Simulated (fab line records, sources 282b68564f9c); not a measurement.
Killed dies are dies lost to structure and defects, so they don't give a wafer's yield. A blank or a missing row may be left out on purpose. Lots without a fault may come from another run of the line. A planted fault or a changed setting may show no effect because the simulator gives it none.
A struck lot beside a sound one | flow rit_cmos | 34 steps out of a route of 202
Sound: wafers L515.1, L515.3, L515.4. Struck: wafers L520.2, L520.3, L520.5. The cause comes at the end.
At each step with rows: each side's tool, then ch and its chambers, then its first start. Under that, the readings that differ: sound wafers | struck wafers | difference of the means | sigmas: that difference in standard deviations of wafers without a fault.
alike: readings whose means differ by less than 2 such deviations, and words and numbers that are the same on both sides. not compared: withheld readings, readings that some wafer has no value for, bounds like >300 that may hide the same value, and numbers for which the record gives no deviation and whose values overlap.
The two part at a step that has a row with sigmas, a row that says differs or no value, or rows on one side only. Numbers that don't overlap but have no deviation are shown without sigmas and don't part them. A reading that every wafer of one side lacks parts them only if that side has two wafers or more.

RIT_PLDD_OVL_MEAS_06:
  sound on overlay-01, day 3 20:28; struck on overlay-01, day 4 20:38
  alike: PLDD_OVL
then, 2 steps without rows for these wafers: RIT_PLDD_HARDBAKE_07 (time 60 s); RIT_PLDD_IMPLANT_08.
RIT_PLDD_STRIP_09: strips in O2, time 180 s.
  sound on plasma_asher-01 ch 0,1, day 3 20:53; struck on plasma_asher-02 ch 0, day 4 20:58
  alike: drypump_motor_current_A
  not compared: rf_hours_counter_h
RIT_PLDD_TW_MEAS_10:
  sound on film_metro-03, day 3 21:04; struck on film_metro-03, day 4 21:09
  alike: PLDD_TW
then, 4 steps without rows for these wafers: RIT_SPACER_CLEAN_00 (cleans in SC1, time 600 s); RIT_SPACER_CLEAN_01 (cleans in dHF, time 30 s); RIT_SPACER_CLEAN_02 (cleans in SC2, time 600 s); RIT_SPACER_CVD_03 (deposits Si3N4 from SiH2Cl2/NH3, target thk 250 nm, time 3386 s).
RIT_SPACER_THK_MEAS_04:
  sound on film_metro-04, day 3 23:25; struck on film_metro-01, day 5 00:28
  alike: SPACER_NITRIDE_THK
RIT_SPACER_ETCHBACK_05: etches Si3N4 in SF6/CHF3, stops on SiO2, target depth 250 nm, time 240 s.
  sound on rie_diel-04 ch 0,2,3, day 3 23:29; struck on rie_diel-02 ch 1,3, day 5 00:31
  alike: drypump_motor_current_A, oes_product_au, throttle_valve_pct
  not compared: rf_hours_counter_h
then, 1 step without rows for these wafers: RIT_NSD_HMDS_00 (prime time 60 s).
RIT_NSD_COAT_01: resist thk 1000 nm.
  sound on litho_track-01 ch 0, day 3 23:47; struck on litho_track-03, day 5 00:50
  no value came back on the struck wafers for chill_plate_temp_C (C), dispense_pressure_kPa (kPa), spin_speed_rpm (rpm); on the sound wafers chill_plate_temp_C (C) reads 22.89 23.12 23.07
then, 4 steps without rows for these wafers: RIT_NSD_SOFTBAKE_02 (time 60 s); RIT_NSD_EXPOSE_03 (exposes mask M9, target cd 40700 nm); RIT_NSD_PEB_04; RIT_NSD_DEVELOP_05 (develop time 50 s).
RIT_NSD_OVL_MEAS_06:
  sound on overlay-02, day 4 00:29; struck on overlay-02, day 5 01:38
  reading      | sound       | struck | difference                    | sigmas
  NSD_OVL (nm) | 1.1 0.2 0.7 | - - -  | no value on the struck wafers |
then, 2 steps without rows for these wafers: RIT_NSD_HARDBAKE_07 (time 60 s); RIT_NSD_IMPLANT_08.
RIT_NSD_STRIP_09: strips in O2, time 180 s.
  sound on plasma_asher-04 ch 0,1, day 4 00:49; struck on plasma_asher-03 ch 0,1, day 5 01:58
  alike: drypump_motor_current_A
  not compared: rf_hours_counter_h
RIT_NSD_TW_MEAS_10:
  sound on film_metro-02, day 4 00:59; struck on film_metro-01, day 5 02:09
  alike: NSD_TW
then, 6 steps without rows for these wafers: RIT_PSD_HMDS_00 (prime time 60 s); RIT_PSD_COAT_01 (resist thk 1009 nm); RIT_PSD_SOFTBAKE_02 (time 60 s); RIT_PSD_EXPOSE_03 (exposes mask M10, target cd 40900 nm); RIT_PSD_PEB_04; RIT_PSD_DEVELOP_05 (develop time 50 s).
RIT_PSD_OVL_MEAS_06:
  sound on overlay-02, day 4 01:54; struck on overlay-01, day 5 03:04
  alike: PSD_OVL
then, 2 steps without rows for these wafers: RIT_PSD_HARDBAKE_07 (time 60 s); RIT_PSD_IMPLANT_08.
RIT_PSD_STRIP_09: strips in O2, time 180 s.
  sound on plasma_asher-01 ch 0,1, day 4 02:14; struck on plasma_asher-01 ch 0,1, day 5 03:23
  alike: drypump_motor_current_A
  not compared: rf_hours_counter_h
RIT_PSD_TW_MEAS_10:
  sound on film_metro-03, day 4 02:25; struck on film_metro-03, day 5 03:34
  reading | sound          | struck         | difference | sigmas
  PSD_TW  | 3438 3430 3434 | 3610 3625 3641 | +191       | +10
then, 1 step without rows for these wafers: RIT_SDANNEAL_CLEAN_00 (cleans in SC1, time 600 s).

WHERE THEY PART
First at RIT_NSD_COAT_01; last, within this record, at RIT_PSD_TW_MEAS_10.

WHY: what the simulator had put in
Skipped step whole: litho_track-03, from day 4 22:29 on, at RIT_NSD_COAT_01. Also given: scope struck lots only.
